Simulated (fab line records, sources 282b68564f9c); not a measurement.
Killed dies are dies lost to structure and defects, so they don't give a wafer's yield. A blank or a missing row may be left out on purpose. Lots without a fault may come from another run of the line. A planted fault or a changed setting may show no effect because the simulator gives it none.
One fault seen from 2 desks | flow rit_cmos | each desk has only its own numbers; what lay behind them comes last

THE METROLOGY DESK
What the gauges read, lot by lot, whatever tool the lot ran on: means of the sampled wafers that have a number. A lot is out of limits, marked OUT, if its mean lies more than 4 standard deviations from the usual mean; the brackets give that distance.
Columns: A = ACTIVE_OXIDE_THK at RIT_ACTIVE_THK_MEAS_02, usual 47.0 nm; B = FOX1_OXIDE_THK at RIT_FOX1_THK_MEAS_01, usual 353 nm; C = NWELL_OVL at RIT_NWELL_OVL_MEAS_06, usual -0.5 nm
lot  | first seen here | A              | B   | C
L751 | day 1 12:53     | 47.4           | 351 | 0.6
L752 | day 1 17:46     | 46.6           | 341 | 0.4
L753 | day 2 01:13     | 46.4           | 346 | 0.2
L755 | day 2 08:35     | 47.0           | 352 | 2.1
L756 | day 2 16:19     | 45.4           | 349 | 0.7
L757 | day 2 19:20     | 46.7           | 349 | -1.0
L758 | day 2 23:04     | 46.6           | 350 | -0.4
L759 | day 3 04:45     | 46.4           | 366 | -0.3
L760 | day 3 10:04     | 46.8           | 349 | -1.2
L761 | day 3 14:18     | 46.4           | 362 | -0.5
L763 | day 4 00:07     | 46.5           | 355 | -1.3
L764 | day 4 07:36     | 37.0 (-12) OUT | 355 | -0.5
L765 | day 4 10:51     | 38.3 (-10) OUT | 352 | -0.9
L766 | day 4 19:05     | 37.6 (-11) OUT | 354 | -1.0
L767 | day 4 23:25     | 37.5 (-11) OUT | 349 | -0.5
L768 | day 5 02:51     | 46.7           | 352 | -1.5
This desk's finding: out of limits on L764, L765, L766, L767; first on L764, day 4 07:36 (ACTIVE_OXIDE_THK at RIT_ACTIVE_THK_MEAS_02). In limits: L751, L752, L753, L755, L756, L757, L758, L759, L760, L761, L763, L768.

THE TOOL OWNER'S DESK: furnace-03
The tool's own readings at RIT_ACTIVE_OXIDATION_01 (target thk 46.8 nm, ox time 3360 s): means of the sampled wafers that have a number, for each lot that ran on this tool. A lot is out of limits, marked OUT, if its mean lies more than 4 standard deviations from the usual mean; the brackets give that distance.
Columns: A = spike_tc_centre_C at RIT_ACTIVE_OXIDATION_01, usual 1002.7 C; B = spike_tc_load_C at RIT_ACTIVE_OXIDATION_01, usual 1028.3 C; C = spike_tc_source_C at RIT_ACTIVE_OXIDATION_01, usual 1023.8 C; D = tube_center_temp_C at RIT_ACTIVE_OXIDATION_01, usual 999.99 C; E = tube_center_temp_C_max at RIT_ACTIVE_OXIDATION_01, usual 1002.6; F = zone_power_load_pct at RIT_ACTIVE_OXIDATION_01, usual 37.2 %
lot  | first seen here | A               | B                | C               | D                        | E               | F
L755 | day 2 06:40     | 1003.1          | 1029.3           | 1024.2          | 1000.01                  | 1002.6          | 36.0
L761 | day 3 12:21     | 1003.8          | 1029.0           | 1024.0          | 999.90                   | 1002.7          | 35.8
L763 | day 3 22:10     | 1003.4          | 1028.6           | 1023.8          | 999.98                   | 1002.2          | 36.5
L764 | day 4 05:40     | 978.6 (-17) OUT | 1003.4 (-21) OUT | 997.8 (-22) OUT | 974.98 (-99 or more) OUT | 977.6 (-64) OUT | 33.9
L765 | day 4 08:55     | 977.9 (-18) OUT | 1003.1 (-21) OUT | 998.0 (-21) OUT | 974.93 (-99 or more) OUT | 977.4 (-65) OUT | 33.9
L766 | day 4 17:10     | 978.9 (-17) OUT | 1003.6 (-21) OUT | 998.4 (-21) OUT | 975.04 (-99 or more) OUT | 977.8 (-64) OUT | 33.6
L767 | day 4 21:29     | 978.0 (-18) OUT | 1003.8 (-20) OUT | 997.3 (-22) OUT | 974.97 (-99 or more) OUT | 977.3 (-65) OUT | 34.0
This desk's finding: out of limits on L764, L765, L766, L767; first on L764, day 4 05:40 (spike_tc_centre_C at RIT_ACTIVE_OXIDATION_01). In limits: L755, L761, L763.

PUT TOGETHER
The tool owner's desk could have raised an alarm at day 4 05:40, on L764, L765, L766, L767.
The metrology desk could have raised an alarm at day 4 07:36, on L764, L765, L766, L767.
Of the lots named, all ran RIT_ACTIVE_OXIDATION_01 on furnace-03.

WHAT THE SIMULATOR HAD PUT IN
Process parameter drift: furnace-03, from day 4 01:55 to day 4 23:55, at RIT_ACTIVE_OXIDATION_01. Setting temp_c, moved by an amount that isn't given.
Lots struck among those shown: L764, L765, L766, L767.
Hours from the fault's start to each desk's first reading out of limits: the tool owner's desk, 4; the metrology desk, 6.
